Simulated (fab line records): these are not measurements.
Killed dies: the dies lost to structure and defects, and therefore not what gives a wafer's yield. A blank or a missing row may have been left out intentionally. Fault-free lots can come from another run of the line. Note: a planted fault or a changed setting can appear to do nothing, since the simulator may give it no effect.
Split-lot trial	flow ritCmos	23 wafers read from 5 lots, route of 202 steps

== ON THE SPLIT ==
At RIT_M1_SPUTTER_00 (material Al, target thk 400 nm, time 500 s), the setting powerW was moved away from the recipe's 2000 W on 9 of the 23 wafers read, by -5.5% to +10.0%. For the rest of the wafers, this setting stayed at what the recipe calls for.

== FROM THE SPLIT TO THE READING: what the file shows between them, 1 step ==
- RIT_M1_RS_MEAS_01: measures by four-point-probe

== THE READING ==
M1_AL_THK, in nm, at RIT_M1_THK_MEAS_02 (measures by xrf). A value of 406 nm with a standard deviation of 5.6 nm is what fault-free wafers of this fab line usually give.

wafer	tool, chamber at the split	powerW as run, W	against the recipe	M1_AL_THK, nm	against lot-mates on the recipe
L078.2	pvdSputter-01, -	2000	recipe	396	-
L078.3	pvdSputter-01, -	2000	recipe	405	-
L078.4	pvdSputter-01, -	2200	+10.0%	442	+41
L078.5	pvdSputter-01, -	2200	+10.0%	435	+34
L078.6	pvdSputter-01, -	2000	recipe	402	-
L080.1	pvdSputter-02, -	2000	recipe	412	-
L080.4	pvdSputter-02, -	2000	recipe	405	-
L080.5	pvdSputter-02, -	2000	recipe	413	-
L081.1	pvdSputter-01, -	1889	-5.5%	389	-17
L081.2	pvdSputter-01, -	2000	recipe	399	-
L081.3	pvdSputter-01, -	2000	recipe	408	-
L081.5	pvdSputter-01, -	1889	-5.5%	381	-25
L081.6	pvdSputter-01, -	2000	recipe	411	-
L084.2	pvdSputter-02, -	2000	recipe	405	-
L084.3	pvdSputter-02, -	2143	+7.1%	438	+32
L084.4	pvdSputter-02, -	2143	+7.1%	434	+28
L084.5	pvdSputter-02, -	2000	recipe	407	-
L084.6	pvdSputter-02, -	2143	+7.1%	429	+23
L085.1	pvdSputter-01, -	2000	recipe	401	-
L085.2	pvdSputter-01, -	2069	+3.4%	425	+20
L085.3	pvdSputter-01, -	2000	recipe	399	-
L085.5	pvdSputter-01, -	2000	recipe	416	-
L085.6	pvdSputter-01, -	2069	+3.4%	419	+14

THE FIT
A straight line over all 23 wafers: M1_AL_THK changes by +3.62 nm for each +1% of powerW; r = +0.94; the points scatter about the line by 5.5 nm.
The same after taking each lot's own level away (the mean of its wafers on the recipe; 23 wafers): +3.83 nm for each +1%; r = +0.96; scatter 4.7 nm.
On that fit, the largest move of powerW shifts the reading by 38 nm.
The lots' own levels span 401.0 to 410.0 nm, that is 1.6 times the standard deviation above.
Consequently the slope shifts little with the lot-to-lot level, the two slopes agreeing.
Check: with one of the wafers moved furthest among these (+10.0%) left out of the fit, the line predicts +37.9 nm for it against its lot-mates. Against them it came out at +41 nm.

== OTHER SPLITS APPLIED TO THESE WAFERS ==
These wafers also went through other splits before the reading. Each is held against what the fit with the lots' levels taken away leaves over:
other split on the same wafers	wafers away from the commonest value	r with M1_AL_THK (lot level and that fit taken away)
RIT_PSD_IMPLANT_08 energyKev	8	-0.24
RIT_SILICIDE_SPUTTER_01 timeS	12	+0.19

== THE WHOLE CHAIN: every reading that the file lists as answering this split, in the file's order ==
step	what it does	reading	change (the file's fit)	r (the file's)
RIT_M1_SPUTTER_00	material Al, target thk 400 nm, time 500 s	Al_of_M1_SPUTTER_00.thkNm (the simulator's own value, which no gauge read)	+3.93 nm for each +1% of the setting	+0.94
RIT_M1_RS_MEAS_01	measures by four-point-probe	M1_AL_RS	-0.000704 for each +1% of the setting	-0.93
RIT_M1_THK_MEAS_02	measures by xrf	M1_AL_THK	+3.87 for each +1% of the setting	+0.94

== THE FILE'S OWN FIT ==
M1_AL_THK changes by +3.87 nm for each +1% of powerW, r = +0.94.
